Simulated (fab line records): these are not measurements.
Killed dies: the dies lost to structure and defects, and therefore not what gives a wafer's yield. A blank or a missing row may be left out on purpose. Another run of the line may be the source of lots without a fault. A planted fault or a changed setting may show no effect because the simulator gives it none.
The tool behind it: which one?    flow ritCmos    7 lots (21 wafers sampled), 1 step of a 202-step route

## WHAT EACH GAUGE READ, for each wafer
RIT_ACTIVE_CD_MEAS_90 targets a cd of 1400 nm.
lot   measured     on        cdNm (nm)
L393  day 1 22:24  cdSem-01  1396.7 1397.5 1398.6
L395  day 2 06:08  cdSem-02  1399.3 1400.0 1401.3
L398  day 2 21:09  cdSem-02  1396.5 1397.3 1397.6
L405  day 4 08:10  cdSem-01  1399.4 1399.8 1398.1
L408  day 4 23:09  cdSem-01  1399.9 1398.7 1398.2
L410  day 5 09:01  cdSem-02  1402.8 1401.2 1398.7
L413  day 6 01:28  cdSem-02  1403.4 1405.1 1403.2

## TOOL THAT RAN EACH LOT (tool first, then ch and the chambers of the sampled wafers, then the start)
The record holds no process step before these readings.

## THE ANSWER, worked out from the rows above alone
Rule: the usual values come from the lots themselves. Put in order of their means at a reading, lots are off if they are a third of the lots or fewer, leave a main group of 4 or more, and stand apart from it by a gap of 3 or more times the standard deviation of the main group's means; of several such gaps the widest counts. If all means in a main group match to the digits the tables above print for the reading, that group is not used. A lot without any number at a reading at which 4 lots or more have one is off too. The other lots that the step has rows for count as sound.
Across all readings shown, no lot is off: no conclusion can be drawn from this.

## WHAT HAD BEEN PUT IN BY THE SIMULATOR
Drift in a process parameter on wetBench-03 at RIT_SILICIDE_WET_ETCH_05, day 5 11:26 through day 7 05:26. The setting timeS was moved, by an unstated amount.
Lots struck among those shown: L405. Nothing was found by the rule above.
